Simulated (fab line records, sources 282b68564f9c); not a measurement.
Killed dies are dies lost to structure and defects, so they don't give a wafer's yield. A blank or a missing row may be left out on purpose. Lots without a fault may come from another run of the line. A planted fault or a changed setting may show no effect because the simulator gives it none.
fab line records | flow rit_cmos
record lots=5 wafers=15 last_day=7
route steps=202 shown NWELL@38 PWELL@39 WELLDRIVE@50 NRETRO@53
lots that met no fault: from a run of the same line without faults
start_h: hours from the record's first day to the start of the lot's first wafer shown | wait_h: hours since the lot's step before | " the same as in the row above | L1.1+2: a row that stands for several wafers | - no value, or no start given | * or withheld: withheld | < > ~ a bound
route shown NAME@n: a module of which the file shows steps, and the number in the route of the first | usual: mean/standard deviation of fault-free wafers | same: alike in all rows | chamber/n: place in a boat | sites: the reading at each site | _std_site: their standard deviation | _edge_site: outer sites' mean less inner sites' | radius_mm: how far each site lies from the wafer's centre | mask NAME#n: copy n | behind: the tool/chamber that last shaped the wafer | hold: why the lot was held/for how many hours/how that ended | device: the transistor (n, p or np) that didn't switch | end of line: the same wafers' tests at the end of the route | a step without rows: its recipe alone | killed: dies lost to structure and defects at the first sort, not the wafer's yield | map: a wafer's dies, x killed, . not, _ none there
set.NAME: the setting as run; set.NAME@STEP: as run at that earlier step | model.NAME: the simulator's own value behind a step, which no gauge read
lots at some steps of the route; a table a step, a row a wafer
services: from which hour (start_h, from the record's first day; less than 0 if before it) a tool's chamber was out of use, for how many hours, and why
## steps
# step RIT_NWELL_TW_MEAS_10
# usual NWELL_TW=2146/14
# columns lot.wafer tool chamber start_h wait_h NWELL_TW
L074.1 film_metro-03 - 22.55 0.1 2142
L074.2 " - " " 2137
L074.3 " - " " 2139
L079.1 film_metro-03 - 52.00 0.1 2123
L079.5 " - " " 2124
L079.6 " - " " 2120
L085.3 film_metro-04 - 80.89 0.1 2158
L085.4 " - " " 2156
L085.5 " - " " 2170
L090.1 film_metro-04 - 101.33 0.1 2179
L090.3 " - " " 2161
L090.4 " - " " 2171
L096.1 film_metro-03 - 132.43 0.1 2136
L096.3 " - " " 2138
L096.5 " - " " 2132
# step RIT_PWELL_HMDS_00
# recipe prime_time_s=60 prime_temp_c=140
# columns lot.wafer tool chamber start_h wait_h
L074.1+2+3 litho_track-04 0 22.61 0.1
L079.1+5+6 litho_track-04 0 52.06 0.1
L085.3+4+5 litho_track-04 0 81.11 0.2
L090.1+3+4 litho_track-04 0 101.39 0.1
L096.1+3+5 litho_track-02 0 132.49 0.1
# step RIT_PWELL_COAT_01
# recipe resist=NOVOLAK spin_rpm=2000 resist_thk_nm=1300
# columns lot.wafer tool chamber start_h wait_h
L074.1+2+3 litho_track-04 0 22.76 0.1
L079.1+5+6 litho_track-04 0 52.21 0.1
L085.3+4+5 litho_track-04 0 81.26 0.1
L090.1+3+4 litho_track-04 0 101.54 0.1
L096.1+3+5 litho_track-02 0 132.64 0.1
# step RIT_PWELL_SOFTBAKE_02
# recipe resist=NOVOLAK temp_c=90 time_s=60
# columns lot.wafer tool chamber start_h wait_h
L074.1+2+3 litho_track-04 0 22.91 0.1
L079.1+5+6 litho_track-04 0 52.36 0.1
L085.3+4+5 litho_track-04 0 81.41 0.1
L090.1+3+4 litho_track-04 0 101.69 0.1
L096.1+3+5 litho_track-02 0 132.79 0.1
# step RIT_PWELL_EXPOSE_03
# recipe mask_id=M3 na=0.57 target_cd_nm=43700 dose_mj=250
# usual focus_offset_nm=0.0/0.51
# same na=0.57
# columns lot.wafer tool chamber start_h wait_h mask focus_offset_nm
L074.1 iline_stepper-01 0 23.18 0.2 M3#0 0.3
L074.2 " 0 " " M3#0 -0.8
L074.3 " 0 " " M3#0 1.4
L079.1 iline_stepper-02 0 52.63 0.2 M3#0 1.0
L079.5 " 0 " " M3#0 0.9
L079.6 " 0 " " M3#0 0.6
L085.3 iline_stepper-01 0 81.54 0.1 M3#0 -0.5
L085.4 " 0 " " M3#0 0.2
L085.5 " 0 " " M3#0 0.2
L090.1 iline_stepper-01 0 101.84 0.1 M3#0 -0.1
L090.3 " 0 " " M3#0 0.8
L090.4 " 0 " " M3#0 0.2
L096.1 iline_stepper-02 0 133.07 0.2 M3#0 -0.4
L096.3 " 0 " " M3#0 0.0
L096.5 " 0 " " M3#0 -0.3
# step RIT_PWELL_PEB_04
# recipe resist=NOVOLAK temp_c=withheld time_s=withheld
# columns lot.wafer tool chamber start_h wait_h
L074.1+2+3 litho_track-03 0 23.30 0.1
L079.1+5+6 litho_track-02 0 52.75 0.1
L085.3+4+5 litho_track-03 0 81.77 0.2
L090.1+3+4 litho_track-03 0 102.00 0.1
L096.1+3+5 litho_track-04 0 133.19 0.1
# step RIT_PWELL_DEVELOP_05
# recipe resist=NOVOLAK develop_time_s=68 dev_temp_c=23
# columns lot.wafer tool chamber start_h wait_h
L074.1+2+3 litho_track-03 0 - -
L079.1+5+6 litho_track-02 0 - -
L085.3+4+5 litho_track-03 0 - -
L090.1+3+4 litho_track-03 0 - -
L096.1+3+5 litho_track-04 0 - -
# step RIT_PWELL_OVL_MEAS_06
# usual PWELL_OVL=0.6/1.7
# columns lot.wafer tool chamber start_h wait_h PWELL_OVL[nm]
L074.1 overlay-01 - 23.61 - 0.4
L074.2 " - " " -0.8
L074.3 " - " " -0.3
L079.1 overlay-01 - 53.06 - 1.3
L079.5 " - " " 0.9
L079.6 " - " " -0.3
L085.3 overlay-02 - 82.04 - 3.4
L085.4 " - " " 0.9
L085.5 " - " " 2.1
L090.1 overlay-01 - 102.31 - 1.0
L090.3 " - " " 0.7
L090.4 " - " " 0.8
L096.1 overlay-01 - 133.50 - 3.5
L096.3 " - " " 1.6
L096.5 " - " " 0.0
# step RIT_PWELL_HARDBAKE_07
# recipe resist=NOVOLAK temp_c=140 time_s=120
# columns lot.wafer tool chamber start_h wait_h
L074.1+2+3 litho_track-04 0 23.77 0.2
L079.1+5+6 litho_track-04 0 53.10 0.0
L085.3+4+5 litho_track-02 0 82.15 0.1
L090.1+3+4 litho_track-03 0 102.35 0.0
L096.1+3+5 litho_track-03 0 133.53 0.0
# step RIT_PWELL_IMPLANT_08
# recipe species=B energy_kev=170 dose_cm2=7e+13 tilt_deg=7
# columns lot.wafer tool chamber start_h wait_h
L074.1+2+3 implanter-04 0 24.02 0.2
L079.1+5+6 implanter-04 0 53.35 0.2
L085.3+4+5 implanter-04 0 82.37 0.2
L090.1+3+4 implanter-04 0 102.60 0.2
L096.1+3+5 implanter-04 0 133.78 0.2
# step RIT_PWELL_STRIP_09
# recipe chemistry=O2 time_s=180 resist=NOVOLAK platen_temp_c=withheld power_w=500 pressure_mtorr=4000 o2_flow_sccm=4000
# usual drypump_motor_current_A=6.0/0.49
# columns lot.wafer tool chamber start_h wait_h drypump_motor_current_A rf_hours_counter_h
L074.1 plasma_asher-02 0 24.17 0.1 6.1 23
L074.2 " 1 " " 6.4 23
L074.3 " 1 " " 6.4 -
L079.1 plasma_asher-04 1 53.50 0.1 5.4 40
L079.5 " 1 " " 5.4 -
L079.6 " 0 " " 6.1 -
L085.3 plasma_asher-04 0 82.52 0.1 6.0 -
L085.4 " 1 " " 5.4 -
L085.5 " 0 " " 6.0 -
L090.1 plasma_asher-02 1 102.75 0.1 6.4 32
L090.3 " 1 " " 6.4 -
L090.4 " 0 " " 6.1 -
L096.1 plasma_asher-04 1 133.93 0.1 5.4 2
L096.3 " 0 " " 6.0 -
L096.5 " 0 " " 6.1 -
# step RIT_PWELL_TW_MEAS_10
# usual PWELL_TW=954/6.3
# columns lot.wafer tool chamber start_h wait_h PWELL_TW
L074.1 film_metro-04 - 24.35 0.1 963
L074.2 " - " " 960
L074.3 " - " " 963
L079.1 film_metro-03 - 53.67 0.1 944
L079.5 " - " " 947
L079.6 " - " " 939
L085.3 film_metro-01 - 82.66 0.1 952
L085.4 " - " " 951
L085.5 " - " " 951
L090.1 film_metro-01 - 102.92 0.1 953
L090.3 " - " " 952
L090.4 " - " " 951
L096.1 film_metro-03 - 134.11 0.1 951
L096.3 " - " " 944
L096.5 " - " " 943
# step RIT_WELLDRIVE_ANNEAL_00
# recipe temp_c=1100 time_s=14700 ambient=N2
# usual spike_tc_source_C=1127.3/1.8 tube_center_temp_C=1100/0.1 zone_power_centre_pct=57/4.6
# columns lot.wafer tool chamber start_h wait_h spike_tc_source_C tube_center_temp_C zone_power_centre_pct
L074.1 furnace-04 0 25.06 0.7 1127.4 1100.1 53
L074.2 " 0 " " 1127.5 1099.9 52
L074.3 " 0 " " 1125.8 1099.9 51
L079.1 furnace-04 0 53.73 0.1 1128.1 1100 52
L079.5 " 0 " " 1127.1 1100 51
L079.6 " 0 " " 1127.9 1099.9 52
L085.3 furnace-02 0 83.89 1.2 1129.3 1100.1 57
L085.4 " 0 " " 1128.9 1100 57
L085.5 " 0 " " 1129.2 1100 58
L090.1 furnace-01 0 102.98 0.1 1127.1 1100.1 64
L090.3 " 0 " " 1125.3 1099.8 65
L090.4 " 0 " " 1125.9 1099.7 65
L096.1 furnace-02 0 134.86 0.7 1127.6 1100.1 57
L096.3 " 0 " " 1127.8 1100.1 57
L096.5 " 0 " " 1129.8 1100.1 57
# step RIT_WELLDRIVE_RS_MEAS_01
# recipe thk_meas_gauge=four-point-probe
# usual NWELL_RS=275.6/0.83
# columns lot.wafer tool chamber start_h wait_h NWELL_RS[ohm/sq]
L074.1 film_metro-03 - 30.14 0.0 274.8
L074.2 " - " " 275.1
L074.3 " - " " 274.5
L079.1 film_metro-04 - 58.82 0.0 274.5
L079.5 " - " " 275.5
L079.6 " - " " 275.1
L085.3 film_metro-04 - 89.01 0.0 276.3
L085.4 " - " " 275.6
L085.5 " - " " 276.0
L090.1 film_metro-04 - 108.07 0.0 275.3
L090.3 " - " " 274.3
L090.4 " - " " 274.5
L096.1 film_metro-03 - 139.94 0.0 275.3
L096.3 " - " " 274.3
L096.5 " - " " 274.9
# step RIT_WELLDRIVE_RS_MEAS_02
# recipe thk_meas_gauge=four-point-probe
# usual PWELL_RS=429.4/1.2
# columns lot.wafer tool chamber start_h wait_h PWELL_RS[ohm/sq]
L074.1 film_metro-03 - 30.26 0.1 429.5
L074.2 " - " " 429.8
L074.3 " - " " 430.2
L079.1 film_metro-04 - 58.94 0.1 431.0
L079.5 " - " " 430.2
L079.6 " - " " 430.6
L085.3 film_metro-04 - 89.13 0.1 428.6
L085.4 " - " " 428.1
L085.5 " - " " 428.4
L090.1 film_metro-04 - 108.19 0.1 427.3
L090.3 " - " " 428.8
L090.4 " - " " 429.7
L096.1 film_metro-03 - 140.06 0.1 428.5
L096.3 " - " " 428.7
L096.5 " - " " 429.7
# step RIT_NRETRO_HMDS_00
# recipe prime_time_s=60 prime_temp_c=140
# columns lot.wafer tool chamber start_h wait_h
L074.1+2+3 litho_track-03 0 30.38 0.1
L079.1+5+6 litho_track-01 0 59.06 0.1
L085.3+4+5 litho_track-02 0 89.26 0.1
L090.1+3+4 litho_track-02 0 108.31 0.1
L096.1+3+5 litho_track-03 0 140.18 0.1
# step RIT_NRETRO_COAT_01
# recipe resist=NOVOLAK spin_rpm=2000 resist_thk_nm=1300
# columns lot.wafer tool chamber start_h wait_h
L074.1+2+3 litho_track-03 0 30.53 0.1
L079.1+5+6 litho_track-01 0 59.21 0.1
L085.3+4+5 litho_track-02 0 89.41 0.1
L090.1+3+4 litho_track-02 0 108.46 0.1
L096.1+3+5 litho_track-03 0 140.33 0.1
# step RIT_NRETRO_SOFTBAKE_02
# recipe resist=NOVOLAK temp_c=90 time_s=60
# columns lot.wafer tool chamber start_h wait_h
L074.1+2+3 litho_track-03 0 30.68 0.1
L079.1+5+6 litho_track-01 0 59.36 0.1
L085.3+4+5 litho_track-02 0 89.56 0.1
L090.1+3+4 litho_track-02 0 108.61 0.1
L096.1+3+5 litho_track-03 0 140.48 0.1
# step RIT_NRETRO_EXPOSE_03
# recipe mask_id=M4 na=0.57 target_cd_nm=43900 dose_mj=250
# usual focus_offset_nm=0.1/0.51
# same na=0.57
# columns lot.wafer tool chamber start_h wait_h mask focus_offset_nm
L074.1 iline_stepper-01 0 30.96 0.2 M4#0 0.1
L074.2 " 0 " " M4#0 0.4
L074.3 " 0 " " M4#0 0.5
L079.1 iline_stepper-02 0 59.51 0.1 M4#0 -0.3
L079.5 " 0 " " M4#0 -0.1
L079.6 " 0 " " M4#0 -0.4
L085.3 iline_stepper-01 0 89.85 0.3 M4#0 0.2
L085.4 " 0 " " M4#0 0.4
L085.5 " 0 " " M4#0 0.4
L090.1 iline_stepper-01 0 108.76 0.1 M4#0 0.9
L090.3 " 0 " " M4#0 0.5
L090.4 " 0 " " M4#0 1.1
L096.1 iline_stepper-02 0 140.63 0.1 M4#0 0.8
L096.3 " 0 " " M4#0 0.0
L096.5 " 0 " " M4#0 0.0
# step RIT_NRETRO_PEB_04
# recipe resist=NOVOLAK temp_c=withheld time_s=withheld
# columns lot.wafer tool chamber start_h wait_h
L074.1+2+3 litho_track-01 0 31.08 0.1
L079.1+5+6 litho_track-03 0 59.71 0.2
L085.3+4+5 litho_track-02 0 89.98 0.1
L090.1+3+4 litho_track-02 0 108.87 0.1
L096.1+3+5 litho_track-01 0 140.75 0.1
# step RIT_NRETRO_DEVELOP_05
# recipe resist=NOVOLAK develop_time_s=68 dev_temp_c=23
# columns lot.wafer tool chamber start_h wait_h
L074.1+2+3 litho_track-01 0 - -
L079.1+5+6 litho_track-03 0 - -
L085.3+4+5 litho_track-02 0 - -
L090.1+3+4 litho_track-02 0 - -
L096.1+3+5 litho_track-01 0 - -
# step RIT_NRETRO_OVL_MEAS_06
# usual NRETRO_OVL=0.2/1.3
# columns lot.wafer tool chamber start_h wait_h NRETRO_OVL[nm]
L074.1 overlay-01 - 31.39 - 1.1
L074.2 " - " " 0.3
L074.3 " - " " 1.9
L079.1 overlay-01 - 60.02 - 0.7
L079.5 " - " " 1.1
L079.6 " - " " 0.2
L085.3 overlay-02 - 90.26 - -2.6
L085.4 " - " " -0.2
L085.5 " - " " -0.1
L090.1 overlay-01 - 109.19 - 0.8
L090.3 " - " " -1.0
L090.4 " - " " 1.5
L096.1 overlay-02 - 141.06 - 0.2
L096.3 " - " " -1.7
L096.5 " - " " -1.9
## services
# columns tool chamber start_h hours kind
furnace-02 - 4.43 3.7 pm
furnace-02 - 10.88 7.8 repair
iline_stepper-01 - 11.16 5.0 repair
plasma_asher-04 - 20.89 2.8 pm
iline_stepper-01 - 24.98 1.7 pm
furnace-02 - 33.84 4.1 pm
furnace-04 - 58.82 3.7 pm
furnace-01 - 82.05 3.0 pm
iline_stepper-01 0 82.56 - calibration
furnace-01 - 97.15 4.4 pm
plasma_asher-04 - 108.75 9.0 pm
plasma_asher-04 0 108.75 9.0 vent_cycle
plasma_asher-04 1 108.75 9.0 vent_cycle
plasma_asher-04 0 117.75 - clean
plasma_asher-04 1 117.75 - clean
iline_stepper-02 - 124.47 1.7 pm
## key
fault none
